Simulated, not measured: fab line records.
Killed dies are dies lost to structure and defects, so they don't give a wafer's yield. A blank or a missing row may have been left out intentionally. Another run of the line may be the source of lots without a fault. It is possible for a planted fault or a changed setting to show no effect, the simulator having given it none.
A single fault, viewed from 2 desks ; flow rit_cmos ; every desk sees just its own numbers, and what lay behind them comes last

METROLOGY DESK
What the gauges read for every lot (on any tool): the sampled wafers with a number, averaged. A lot is out of limits, marked OUT, if its mean lies more than 4 standard deviations from the usual mean; the brackets give that distance.
Columns: A = PSD_RS at RIT_SDANNEAL_RS_MEAS_04, usual 116.0 ohm/sq; B = NSD_RS at RIT_SDANNEAL_RS_MEAS_05, usual 84.6 ohm/sq; C = PLDD_RS at RIT_SDANNEAL_RS_MEAS_06, usual 178.8 ohm/sq; D = NLDD_RS at RIT_SDANNEAL_RS_MEAS_07, usual 151.7 ohm/sq; E = SILICIDE_TI_RS at RIT_SILICIDE_RS_MEAS_02, usual 47.8 ohm/sq; F = SILICIDE_TI_THK at RIT_SILICIDE_THK_MEAS_03, usual 30.1 nm
lot;first seen here;A;B;C;D;E;F
L703;day 5 10:25;116.0;84.4;178.3;152.6;47.3;30.2
L705;day 5 20:26;116.3;84.7;179.1;151.3;47.6;30.0
L708;day 6 06:14;116.3;85.0;179.0;151.5;47.9;30.1
L709;day 6 14:23;116.4;84.9;179.1;152.2;48.4;29.7
L713;day 7 10:46;116.0;84.3;178.5;151.5;47.2;30.6
L715;day 7 17:37;116.5;84.5;179.4;152.1;47.9;30.1
This desk's verdict: no lot among the 6 shows anything out of limits.

TOOL OWNER'S DESK, rtp_anneal-01
The tool's own readings at RIT_SILICIDE_RTA_04 (time 10 s, ramp up 5 s, ramp down 5 s): means of the sampled wafers that have a number, for each lot that ran on this tool. A lot is out of limits, marked OUT, if its mean lies more than 4 standard deviations from the usual mean; the brackets give that distance.
Columns: A = wafer_temp_C_max at RIT_SILICIDE_RTA_04, usual 653.3
lot;first seen here;A
L703;day 5 11:13;652.5
L705;day 5 21:14;652.6
L709;day 6 15:11;652.9
L713;day 7 11:35;722.4 (+79) OUT
L715;day 7 18:26;722.6 (+80) OUT
Finding of this desk: L713, L715 out of limits; the first was L713 at day 7 11:35, on wafer_temp_C_max at RIT_SILICIDE_RTA_04. Within limits: L703, L705, L709.

BROUGHT TOGETHER
The tool owner's desk could have raised an alarm at day 7 11:35, on L713, L715.
At the metrology desk, nothing out of limits was observed.
The metrology desk holds a record of L713, L715, inside its limits.
Every lot named ran RIT_SILICIDE_RTA_04 on rtp_anneal-01.

WHAT THE SIMULATOR PUT IN
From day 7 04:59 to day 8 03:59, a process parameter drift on rtp_anneal-01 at RIT_SILICIDE_RTA_04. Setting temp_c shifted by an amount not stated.
Struck lots among those shown: L713, L715.
Each desk's first reading out of limits, in hours after the fault started: the tool owner's desk, 7.
